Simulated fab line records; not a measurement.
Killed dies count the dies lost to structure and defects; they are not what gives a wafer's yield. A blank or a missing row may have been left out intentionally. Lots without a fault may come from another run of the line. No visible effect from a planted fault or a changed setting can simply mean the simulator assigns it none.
8D (eight disciplines) problem report, filled in by code | flow ritCmos | the parts of the form that need people (team, actions taken, sign-off) are left out

== 1. THE ISSUE ==
Wafers free of any fault read 116.0 ohm/sq (standard deviation 0.3) for PSD_RS at RIT_SDANNEAL_RS_MEAS_04, against a mean of 127.8 ohm/sq on 6 wafers of 2 lots. That puts it +39 standard deviations away from the usual mean.
The step: measures by four-point-probe.
Earliest sighting: wafer L846.2 on filmMetro-03 at day 6 08:55. Wafers with a number at this step in the record: 42, from 14 lots. By rule, "out" or "out of limits" means more than 4 standard deviations away from the usual mean. All remaining wafers that have a number are taken as sound.

== 2. WHAT IT IS AND WHAT IT IS NOT ==
question                    | is                     | is not
which readings at this step | PSD_RS                 | -
which lots                  | L846, L848             | L831, L832, L833, L836, L837, L839, L841, L842, L844, L849, L851, L853
which wafers of those lots  | all that have a number | -
read on which gauges        | filmMetro-03           | filmMetro-02, filmMetro-04
when                        | from day 6 08:55       | up to then (27 sound wafers); but 9 sound wafers of L849, L851, L853 came after

== 3. THE SUSPECTS, EACH WITH WHAT RULES IT OUT ==
Counting: a tool at a process step up to the reading stays a suspect if it ran every lot that is out and no sound lot after the first of them.
- the gauge at RIT_SDANNEAL_RS_MEAS_04: kept. All the wafers that are out were read on filmMetro-03, and no step on other tools shows them out.
- plasmaAsher-04 at RIT_NSD_STRIP_09 (strips in O2, time 180 s): ruled out as a lasting fault. Sound lots L851 ran on it after its first lot that is out, L846 (day 6 06:39).
- rtpAnneal-01 at RIT_SDANNEAL_RTA_03 (time 5 s): kept. Every lot that is out went through it, starting with L846 (day 6 08:50), and after that it ran no sound lot; the last sound lot it ran before then is L844 (day 5 20:53).
Left after counting: rtpAnneal-01 at RIT_SDANNEAL_RTA_03, filmMetro-03 at RIT_SDANNEAL_RS_MEAS_04.

== 4. THE CAUSE (what the simulator had put in) ==
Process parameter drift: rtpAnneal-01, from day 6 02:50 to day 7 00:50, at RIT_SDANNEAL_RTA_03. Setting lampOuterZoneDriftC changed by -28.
This tool is one of the 2 suspects left after counting.

== 5. SEQUENCE OF EFFECTS, ordered by route ==
Each row: a reading whose mean over the struck wafers that have a number lies more than 3 standard deviations from the usual. Readings are gone through only where the record gives a usual standard deviation; hours: the median, over the lots, of the time from a lot's start at the first step in this table giving one to that lot's start at this step; sigmas: the change measured in usual standard deviations.
hours | step                    | reading | usual        | on struck wafers | change | sigmas
0     | RIT_SDANNEAL_RS_MEAS_04 | PSD_RS  | 116.0 ohm/sq | 127.8            | +11.8  | +39
5     | RIT_SDANNEAL_RS_MEAS_06 | PLDD_RS | 178.6 ohm/sq | 191.0            | +12.4  | +26

== 6. WHAT WOULD HAVE CAUGHT IT SOONER ==
6 hours passed between the start of the fault at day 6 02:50 and the first reading out of limits at a measuring or inspecting step in this record, taken at day 6 08:55.
Tool readings at RIT_SDANNEAL_RTA_03 with a usual standard deviation given in the record: none out on any struck wafer, hence no alarm at a limit of 4 standard deviations on them.
Lots out: 2; of these, L848 started RIT_SDANNEAL_RTA_03 on rtpAnneal-01 after day 6 08:55. A tool hold placed at that time would have kept it from harm.
